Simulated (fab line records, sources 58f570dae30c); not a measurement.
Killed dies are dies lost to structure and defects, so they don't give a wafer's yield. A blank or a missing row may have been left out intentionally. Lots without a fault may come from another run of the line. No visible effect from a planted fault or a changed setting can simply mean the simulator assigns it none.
The tool behind it: which one? ; flow berkeleyCmos170 ; 7 lots, 21 wafers sampled, at 3 steps of a route of 331

WHAT THE GAUGES SHOWED, per wafer
UCB170_M3_CD_MEAS_90: target cd 700 nm.
lot;measured;on;cdNm (nm)
L282;day 9 08:20;cdSem-02;699.8 702.3 699.2
L283;day 10 06:47;cdSem-02;699.8 695.5 698.4
L289;day 10 18:16;cdSem-02;704.7 711.8 702.6
L288;day 11 17:19;cdSem-02;701.4 704.3 703.9
L295;day 13 03:52;cdSem-02;705.3 703.9 699.2
L299;day 13 18:46;cdSem-02;706.7 702.2 700.9
L301;day 13 20:31;cdSem-01;702.9 701.3 704.3

WHAT TOOL EACH LOT RAN ON (gives the tool, then ch and the chambers of the sampled wafers, and finally the start)
lot;UCB170_M3_METAL_ETCH_18;UCB170_M3_STRIP_19
L282;rieMetal-02 ch 0,1, day 9 08:01;plasmaAsher-02 ch 0,1, day 9 08:13
L283;rieMetal-02 ch 0, day 10 06:29;plasmaAsher-02 ch 0,1, day 10 06:40
L289;rieMetal-01 ch 0,1, day 10 17:58;plasmaAsher-04 ch 0,1, day 10 18:09
L288;rieMetal-04 ch 0,1, day 11 17:01;plasmaAsher-04 ch 0,1, day 11 17:11
L295;rieMetal-04 ch 0,1, day 13 03:31;plasmaAsher-04 ch 0,1, day 13 03:46
L299;rieMetal-02 ch 0,1, day 13 18:28;plasmaAsher-04 ch 0,1, day 13 18:40
L301;rieMetal-02 ch 0,1, day 13 20:13;plasmaAsher-02 ch 0,1, day 13 20:24
- UCB170_M3_METAL_ETCH_18: etches Al in Cl2/BCl3, stops on SiO2, target depth 1170 nm, time 195 s.
- UCB170_M3_STRIP_19: strips in O2.

THE ANSWER, worked out from the rows above alone
Rule: what is usual is taken from the lots themselves. Put in order of their means at a reading, lots are off if they are a third of the lots or fewer, leave a main group of 4 or more, and stand apart from it by a gap of 3 or more times the standard deviation of the main group's means; of several such gaps the widest counts. The tables above print the reading to a certain number of digits; a main group whose means all agree to those digits is not used. Also off: a lot with no number at a reading for which 4 or more lots have one. Where the step has rows for the other lots, those lots are counted as sound.
None of the lots is off at any reading shown; this tells nothing.

WHAT HAD BEEN PUT IN BY THE SIMULATOR
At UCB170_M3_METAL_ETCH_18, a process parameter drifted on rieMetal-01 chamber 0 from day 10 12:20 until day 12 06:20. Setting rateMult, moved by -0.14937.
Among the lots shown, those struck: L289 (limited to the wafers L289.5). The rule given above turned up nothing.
